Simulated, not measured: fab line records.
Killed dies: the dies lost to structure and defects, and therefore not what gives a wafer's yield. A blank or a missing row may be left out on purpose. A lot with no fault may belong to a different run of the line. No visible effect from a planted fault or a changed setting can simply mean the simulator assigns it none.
Lot-split experiment -- flow rit_cmos -- 23 wafers read from 5 lots, route of 202 steps

## ABOUT THE SPLIT
At RIT_NWELL_IMPLANT_08, the setting dose_cm2 was moved away from the recipe's 5e+13 on 9 of the 23 wafers read, by -3.8% to +6.8%. This setting was run at the recipe's value on the other wafers.

## FROM THE SPLIT TO THE READING: what the file shows between them, 9 steps
- RIT_NWELL_STRIP_09: strips in O2, time 180 s
- RIT_NWELL_TW_MEAS_10
- RIT_PWELL_COAT_01: resist thk 1300 nm (also split here: resist_thk_nm)
- RIT_PWELL_SOFTBAKE_02: time 60 s
- RIT_PWELL_EXPOSE_03: exposes mask M3, target cd 43700 nm
- RIT_PWELL_DEVELOP_05: develop time 68 s
- RIT_PWELL_HARDBAKE_07: time 120 s
- RIT_PWELL_STRIP_09: strips in O2, time 180 s (also split here: o2_flow_sccm)
- RIT_WELLDRIVE_ANNEAL_00: time 14700 s

## THE READING
At RIT_WELLDRIVE_RS_MEAS_01, a four-point-probe measurement gives NWELL_RS in ohm/sq. Typical for fault-free wafers on this fab line: 275.2 ohm/sq, with standard deviation 0.8 ohm/sq.

wafer,"tool, chamber at the split",dose_cm2 as run,against the recipe,"NWELL_RS, ohm/sq",against lot-mates on the recipe
L076.1,"implanter-01, 0",5.112e+13,+2.2%,271.9,-3.2
L076.2,"implanter-01, 0",5.112e+13,+2.2%,271.6,-3.5
L076.3,"implanter-01, 0",5e+13,recipe,274.9,-
L076.4,"implanter-01, 0",5e+13,recipe,275.4,-
L076.6,"implanter-01, 0",5.112e+13,+2.2%,272.6,-2.5
L078.2,"implanter-02, 0",5e+13,recipe,276.5,-
L078.3,"implanter-02, 0",5e+13,recipe,276.5,-
L078.4,"implanter-02, 0",5e+13,recipe,276.3,-
L079.1,"implanter-02, 0",5e+13,recipe,275.8,-
L079.2,"implanter-02, 0",5e+13,recipe,275.7,-
L079.3,"implanter-02, 0",5e+13,recipe,274.6,-
L079.5,"implanter-02, 0",5e+13,recipe,275.3,-
L079.6,"implanter-02, 0",5e+13,recipe,275.3,-
L084.2,"implanter-01, 0",4.809e+13,-3.8%,281.1,+5.9
L084.3,"implanter-01, 0",4.809e+13,-3.8%,281.3,+6.1
L084.4,"implanter-01, 0",4.809e+13,-3.8%,280.8,+5.6
L084.5,"implanter-01, 0",5e+13,recipe,275.6,-
L084.6,"implanter-01, 0",5e+13,recipe,274.9,-
L085.2,"implanter-04, 0",5.342e+13,+6.8%,265.6,-10.7
L085.3,"implanter-04, 0",5e+13,recipe,276.0,-
L085.4,"implanter-04, 0",5e+13,recipe,276.6,-
L085.5,"implanter-04, 0",5.342e+13,+6.8%,265.5,-10.8
L085.6,"implanter-04, 0",5.342e+13,+6.8%,265.0,-11.3

FIT RESULTS
A straight line over all 23 wafers: NWELL_RS changes by -1.49 ohm/sq for each +1% of dose_cm2; r = -0.99; the points scatter about the line by 0.56 ohm/sq.
The same after taking each lot's own level away (the mean of its wafers on the recipe; 23 wafers): -1.57 ohm/sq for each +1%; r = -1.00; scatter 0.38 ohm/sq.
That fit puts the effect of the largest move of dose_cm2 on the reading at 11 ohm/sq.
Measured against the standard deviation above, the lots' own levels, which go from 275.15 to 276.43 ohm/sq, span 1.6 times it.
The two slopes are in agreement: the lot-to-lot level therefore moves the slope only a little.
Check: for one of the wafers moved furthest among these (+6.8%), held out of the fit, the line's prediction against its lot-mates is -10.7 ohm/sq. Against them it came out at -10.7 ohm/sq.

## FURTHER SPLITS ON THESE WAFERS
Before the reading, these wafers also passed through other splits. Each is held against what the fit with the lots' levels taken away leaves over:
other split on the same wafers,wafers away from the commonest value,r with NWELL_RS (lot level and that fit taken away)
RIT_ACTIVE_COAT_06 spin_rpm,8,+0.05
RIT_ACTIVE_EXPOSE_08 dose_mj,10,-0.31
RIT_FOX1_OXIDATION_00 ox_time_s,15,-0.25
RIT_NWELL_COAT_01 resist_thk_nm,8,+0.08
RIT_PWELL_COAT_01 resist_thk_nm,9,-0.16
RIT_PWELL_STRIP_09 o2_flow_sccm,7,+0.03

## THE WHOLE CHAIN: every reading that the file lists as answering this split, in the file's order
step,what it does,reading,change (the file's fit),r (the file's)
RIT_NWELL_TW_MEAS_10,,NWELL_TW,+5.89 for each +1% of the setting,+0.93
RIT_WELLDRIVE_RS_MEAS_01,measures by four-point-probe,NWELL_RS,-1.56 for each +1% of the setting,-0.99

## THE FILE'S OWN FIT
NWELL_RS changes by -1.56 ohm/sq for each +1% of dose_cm2, r = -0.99.
